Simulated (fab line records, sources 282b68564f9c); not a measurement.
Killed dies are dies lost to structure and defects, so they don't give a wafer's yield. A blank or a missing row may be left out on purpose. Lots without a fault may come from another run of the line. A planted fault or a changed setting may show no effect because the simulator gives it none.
A struck lot beside a sound one | flow rit_cmos | 43 steps out of a route of 202
Sound: wafers L678.3, L678.5, L678.6. Struck: wafers L692.2, L692.5. (L692.3 of the same lot was not struck and is left out.) The cause comes at the end.
At each step with rows: each side's tool, then ch and its chambers, then its first start. Under that, the readings that differ: sound wafers | struck wafers | difference of the means | sigmas: that difference in standard deviations of wafers without a fault.
alike: readings whose means differ by less than 2 such deviations, and words and numbers that are the same on both sides. not compared: withheld readings, readings that some wafer has no value for, bounds like >300 that may hide the same value, and numbers for which the record gives no deviation and whose values overlap.
The two part at a step that has a row with sigmas, a row that says differs or no value, or rows on one side only. Numbers that don't overlap but have no deviation are shown without sigmas and don't part them. A reading that every wafer of one side lacks parts them only if that side has two wafers or more.

first, 2 steps without rows for these wafers: RIT_PLDD_PEB_04; RIT_PLDD_DEVELOP_05 (develop time 50 s).
RIT_PLDD_OVL_MEAS_06:
  sound on overlay-01, day 4 08:51; struck on overlay-01, day 6 22:38
  alike: PLDD_OVL
then, 2 steps without rows for these wafers: RIT_PLDD_HARDBAKE_07 (time 60 s); RIT_PLDD_IMPLANT_08.
RIT_PLDD_STRIP_09: strips in O2, time 180 s.
  sound on plasma_asher-01 ch 0,1, day 4 09:14; struck on plasma_asher-02 ch 0, day 6 23:07
  alike: drypump_motor_current_A
  not compared: rf_hours_counter_h
RIT_PLDD_TW_MEAS_10:
  sound on film_metro-03, day 4 09:22; struck on film_metro-03, day 6 23:18
  alike: PLDD_TW
then, 4 steps without rows for these wafers: RIT_SPACER_CLEAN_00 (cleans in SC1, time 600 s); RIT_SPACER_CLEAN_01 (cleans in dHF, time 30 s); RIT_SPACER_CLEAN_02 (cleans in SC2, time 600 s); RIT_SPACER_CVD_03 (deposits Si3N4 from SiH2Cl2/NH3, target thk 250 nm, time 3300 s).
RIT_SPACER_THK_MEAS_04:
  sound on film_metro-02, day 4 11:43; struck on film_metro-04, day 7 01:40
  reading                 | sound             | struck      | difference | sigmas
  SPACER_NITRIDE_THK (nm) | 254.7 253.9 256.0 | 248.6 249.0 | -6.1       | -2
RIT_SPACER_ETCHBACK_05: etches Si3N4 in SF6/CHF3, stops on SiO2, target depth 250 nm, time 240 s.
  sound on rie_diel-01 ch 0,1,2, day 4 11:45; struck on rie_diel-02 ch 3, day 7 01:43
  reading                                  | sound             | struck      | difference | sigmas
  oes_product_au (a.u.)                    | 0.856 0.875 0.864 | 0.758 0.764 | -0.104     | -10
  run_length_s (s)                         | 268.4 268.2 268.4 | 310.9 311.0 | +42.6      | +97
  throttle_valve_pct (%)                   | 10.26 10.37 10.43 | 10.15 10.14 | -0.21      | -2
  model.poly-Si_of_GATE_CVD_08.thk_nm (nm) | 169.6 166.6 169.3 | 154 155.7   | -14        |
  model.Si3N4_of_SPACER_CVD_03.thk_nm (nm) | 200.6 197.3 200.6 | 183.8 184.3 | -15.4      |
  alike: SF6_flow_sccm, drypump_motor_current_A
  not compared: rf_hours_counter_h
then, 6 steps without rows for these wafers: RIT_NSD_HMDS_00 (prime time 60 s); RIT_NSD_COAT_01 (resist thk 1000 nm); RIT_NSD_SOFTBAKE_02 (time 60 s); RIT_NSD_EXPOSE_03 (exposes mask M9, target cd 40700 nm); RIT_NSD_PEB_04; RIT_NSD_DEVELOP_05 (develop time 50 s).
RIT_NSD_OVL_MEAS_06:
  sound on overlay-02, day 4 13:01; struck on overlay-01, day 7 08:41
  alike: NSD_OVL
then, 2 steps without rows for these wafers: RIT_NSD_HARDBAKE_07 (time 60 s); RIT_NSD_IMPLANT_08.
RIT_NSD_STRIP_09: strips in O2, time 180 s.
  sound on plasma_asher-02 ch 0,1, day 4 13:23; struck on plasma_asher-03 ch 0,1, day 7 09:01
  alike: drypump_motor_current_A
  not compared: rf_hours_counter_h
RIT_NSD_TW_MEAS_10:
  sound on film_metro-03, day 4 13:31; struck on film_metro-03, day 7 09:13
  alike: NSD_TW
then, 6 steps without rows for these wafers: RIT_PSD_HMDS_00 (prime time 60 s); RIT_PSD_COAT_01 (resist thk 1000 nm); RIT_PSD_SOFTBAKE_02 (time 60 s); RIT_PSD_EXPOSE_03 (exposes mask M10, target cd 40900 nm); RIT_PSD_PEB_04; RIT_PSD_DEVELOP_05 (develop time 50 s).
RIT_PSD_OVL_MEAS_06:
  sound on overlay-02, day 4 14:33; struck on overlay-01, day 7 10:20
  reading      | sound       | struck  | difference | sigmas
  PSD_OVL (nm) | 2.2 5.8 5.3 | 1.4 1.3 | -3.1       | -3
then, 2 steps without rows for these wafers: RIT_PSD_HARDBAKE_07 (time 60 s); RIT_PSD_IMPLANT_08.
RIT_PSD_STRIP_09: strips in O2, time 180 s.
  sound on plasma_asher-01 ch 0,1, day 4 14:56; struck on plasma_asher-04 ch 0, day 7 10:40
  alike: drypump_motor_current_A
  not compared: rf_hours_counter_h
RIT_PSD_TW_MEAS_10:
  sound on film_metro-04, day 4 15:04; struck on film_metro-04, day 7 10:51
  alike: PSD_TW
then, 2 steps without rows for these wafers: RIT_SDANNEAL_CLEAN_00 (cleans in SC1, time 600 s); RIT_SDANNEAL_CLEAN_01 (cleans in dHF, time 30 s).
RIT_SDANNEAL_CLEAN_02: cleans in SC2, time 600 s.
  sound on wet_bench-03 ch 0, day 4 15:18; struck on wet_bench-04 ch 2, day 7 11:05
  reading                                  | sound             | struck      | difference | sigmas
  model.poly-Si_of_GATE_CVD_08.thk_nm (nm) | 165.2 162.2 164.9 | 149.6 151.4 | -13.6      |
RIT_SDANNEAL_RTA_03: time 5 s.
  sound on rtp_anneal-01 ch 0, day 4 15:30; struck on rtp_anneal-01 ch 0, day 7 11:17
  alike: wafer_temp_C_max
RIT_SDANNEAL_RS_MEAS_04: measures by four-point-probe.
  sound on film_metro-03, day 4 15:35; struck on film_metro-01, day 7 11:21
  alike: PSD_RS
RIT_SDANNEAL_RS_MEAS_05: measures by four-point-probe.
  sound on film_metro-03, day 4 15:42; struck on film_metro-01, day 7 11:28
  alike: NSD_RS
RIT_SDANNEAL_RS_MEAS_06: measures by four-point-probe.
  sound on film_metro-03, day 4 15:49; struck on film_metro-01, day 7 11:35
  reading          | sound             | struck      | difference | sigmas
  PLDD_RS (ohm/sq) | 178.5 178.5 178.0 | 177.3 177.5 | -0.9       | -2
RIT_SILICIDE_WET_ETCH_00: etches SiO2 in BOE, target depth 14 nm, time 15 s.
  sound on wet_bench-04 ch 0, day 4 16:01; struck on wet_bench-03 ch 1, day 7 11:49
  reading                                  | sound             | struck      | difference | sigmas
  model.Si3N4_of_SPACER_CVD_03.thk_nm (nm) | 199.5 196.2 199.4 | 182.6 183.2 | -15.5      |

WHERE THEY PART
First at RIT_SPACER_THK_MEAS_04; last, within this record, at RIT_SDANNEAL_RS_MEAS_06.

WHY: what the simulator had put in
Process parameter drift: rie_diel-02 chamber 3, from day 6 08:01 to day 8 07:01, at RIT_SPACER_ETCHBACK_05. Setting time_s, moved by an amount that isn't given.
